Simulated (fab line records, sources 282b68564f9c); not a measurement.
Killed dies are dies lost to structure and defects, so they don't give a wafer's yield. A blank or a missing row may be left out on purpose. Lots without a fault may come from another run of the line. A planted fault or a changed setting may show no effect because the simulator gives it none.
One fault seen from 2 desks | flow rit_cmos | each desk has only its own numbers; what lay behind them comes last

THE METROLOGY DESK
What the gauges read, lot by lot, whatever tool the lot ran on: means of the sampled wafers that have a number. A lot is out of limits, marked OUT, if its mean lies more than 4 standard deviations from the usual mean; the brackets give that distance.
Columns: A = NSD_TW at RIT_NSD_TW_MEAS_10, usual 3103; B = NSD_RS at RIT_SDANNEAL_RS_MEAS_05, usual 84.5 ohm/sq
lot  | first seen here | A               | B
L641 | day 3 10:08     | 3065            | 84.6
L642 | day 3 14:19     | 3142            | 84.3
L645 | day 4 07:13     | 3101            | 84.6
L648 | day 4 22:54     | 2807 (-11) OUT  | 116.2 (+99 or more) OUT
L652 | day 5 12:38     | 2842 (-9.3) OUT | 117.6 (+99 or more) OUT
L653 | day 5 18:50     | 3102            | 84.5
L654 | day 5 21:59     | 3131            | 84.2
L656 | day 6 10:36     | 3124            | 84.3
L657 | day 6 12:56     | 3105            | 85.0
L660 | day 7 03:04     | 3058            | 84.3
L659 | day 7 05:45     | 3113            | 84.9
L661 | day 8 02:08     | 3050            | 84.8
L663 | day 8 02:26     | 3125            | 84.7
L664 | day 8 09:43     | 3108            | 84.9
This desk's finding: out of limits on L648, L652; first on L648, day 4 22:54 (NSD_TW at RIT_NSD_TW_MEAS_10). In limits: L641, L642, L645, L653, L654, L656, L657, L660, L659, L661, L663, L664.

THE TOOL OWNER'S DESK: implanter-04
The tool's own readings at RIT_NSD_IMPLANT_08: means of the sampled wafers that have a number, for each lot that ran on this tool. A lot is out of limits, marked OUT, if its mean lies more than 4 standard deviations from the usual mean; the brackets give that distance.
Columns: A = dose_ions_cm2 at RIT_NSD_IMPLANT_08, usual 1.0001e+15; B = faraday_current_uA at RIT_NSD_IMPLANT_08, usual 3139
lot  | first seen here | A                            | B
L645 | day 4 06:53     | 1.0002e+15                   | 3110
L648 | day 4 22:35     | 6.7123e+14 (-99 or more) OUT | 2111 (-17) OUT
L652 | day 5 12:20     | 6.7113e+14 (-99 or more) OUT | 2092 (-17) OUT
This desk's finding: out of limits on L648, L652; first on L648, day 4 22:35 (dose_ions_cm2 at RIT_NSD_IMPLANT_08). In limits: L645.

PUT TOGETHER
The tool owner's desk could have raised an alarm at day 4 22:35, on L648, L652.
The metrology desk could have raised an alarm at day 4 22:54, on L648, L652.
Of the lots named, all ran RIT_NSD_IMPLANT_08 on implanter-04.

WHAT THE SIMULATOR HAD PUT IN
Process parameter drift: implanter-04, from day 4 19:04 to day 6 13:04, at RIT_NSD_IMPLANT_08. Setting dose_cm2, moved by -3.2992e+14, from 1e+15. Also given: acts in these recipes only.
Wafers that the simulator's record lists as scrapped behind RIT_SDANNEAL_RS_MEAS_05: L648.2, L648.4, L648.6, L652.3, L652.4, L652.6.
Lots struck among those shown: L648, L652.
Hours from the fault's start to each desk's first reading out of limits: the tool owner's desk, 4; the metrology desk, 4.
